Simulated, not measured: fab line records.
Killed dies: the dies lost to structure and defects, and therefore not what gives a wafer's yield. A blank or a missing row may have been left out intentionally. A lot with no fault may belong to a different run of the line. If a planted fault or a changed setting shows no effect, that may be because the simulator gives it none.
Split-lot experiment | flow berkeley_cmos170 | 5 lots, 23 wafers read, on a route of 331 steps

THE SPLIT
At UCB170_PWELL_CVD_05 (deposits Si3N4 from SiH2Cl2/NH3, target thk 220 nm, time 3300 s), the setting time_s was moved away from the recipe's 3300 s on 15 of the 23 wafers read, by -14.1% to +13.9%. The other wafers ran this setting at the recipe's value.

There is no step in the file separating the split from the reading.

THE READING
Values of PWELL_NITRIDE_THK in nm from UCB170_PWELL_THK_MEAS_06. Typical for fault-free wafers on this fab line: 220.9 nm, with standard deviation 1.4 nm.

wafer  | tool, chamber at the split | time_s as run, s | against the recipe | PWELL_NITRIDE_THK, nm | against lot-mates on the recipe
L074.1 | -, -                       | 2836             | -14.1%             | 189.9                 | no lot-mate on the recipe
L074.2 | -, -                       | 2836             | -14.1%             | 190.4                 | no lot-mate on the recipe
L074.3 | -, -                       | 2836             | -14.1%             | 190.2                 | no lot-mate on the recipe
L074.4 | -, -                       | 2836             | -14.1%             | 190.3                 | no lot-mate on the recipe
L074.6 | -, -                       | 2836             | -14.1%             | 189.7                 | no lot-mate on the recipe
L077.1 | -, -                       | 3759             | +13.9%             | 252.0                 | no lot-mate on the recipe
L077.2 | -, -                       | 3759             | +13.9%             | 252.0                 | no lot-mate on the recipe
L077.3 | -, -                       | 3759             | +13.9%             | 254.1                 | no lot-mate on the recipe
L077.5 | -, -                       | 3759             | +13.9%             | 251.3                 | no lot-mate on the recipe
L077.6 | -, -                       | 3759             | +13.9%             | 248.8                 | no lot-mate on the recipe
L078.1 | -, -                       | 3300             | recipe             | 219.1                 | -
L078.2 | -, -                       | 3300             | recipe             | 220.7                 | -
L078.3 | -, -                       | 3300             | recipe             | 219.8                 | -
L078.4 | -, -                       | 3300             | recipe             | 220.7                 | -
L078.6 | -, -                       | 3300             | recipe             | 220.0                 | -
L079.2 | lpcvd-02, 0                | 3300             | recipe             | 220.6                 | -
L079.3 | lpcvd-02, 0                | 3300             | recipe             | 222.7                 | -
L079.5 | lpcvd-02, 0                | 3300             | recipe             | 220.1                 | -
L080.2 | -, -                       | 2916             | -11.6%             | 196.9                 | no lot-mate on the recipe
L080.3 | -, -                       | 2916             | -11.6%             | 197.2                 | no lot-mate on the recipe
L080.4 | -, -                       | 2916             | -11.6%             | 197.2                 | no lot-mate on the recipe
L080.5 | -, -                       | 2916             | -11.6%             | 197.3                 | no lot-mate on the recipe
L080.6 | -, -                       | 2916             | -11.6%             | 196.8                 | no lot-mate on the recipe

FIT RESULTS
A straight line over all 23 wafers: PWELL_NITRIDE_THK changes by +2.17 nm for each +1% of time_s; r = +1.00; the points scatter about the line by 1.3 nm.
Too few moved wafers have a lot-mate on the recipe to fit a line with each lot's own level taken away.

THE WHOLE CHAIN: every reading that the file lists as answering this split, in the file's order
step                     | what it does                                                               | reading                                                                       | change (the file's fit)              | r (the file's)
UCB170_PWELL_CVD_05      | deposits Si3N4 from SiH2Cl2/NH3, target thk 220 nm, time 3300 s            | Si3N4_of_PWELL_CVD_05.thk_nm (the simulator's own value, which no gauge read) | +2.16 nm for each +1% of the setting | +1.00
UCB170_PWELL_THK_MEAS_06 |                                                                            | PWELL_NITRIDE_THK                                                             | +2.16 for each +1% of the setting    | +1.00
UCB170_PWELL_ETCH_14     | etches Si3N4 in CH3F/Ar/O2, stops on SiO2, target depth 242 nm, time 151 s | etch.depth_nm (the simulator's own value, which no gauge read)                | +1.99 nm for each +1% of the setting | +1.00

THE FILE'S OWN FIT
PWELL_NITRIDE_THK changes by +2.16 nm for each +1% of time_s, r = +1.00.
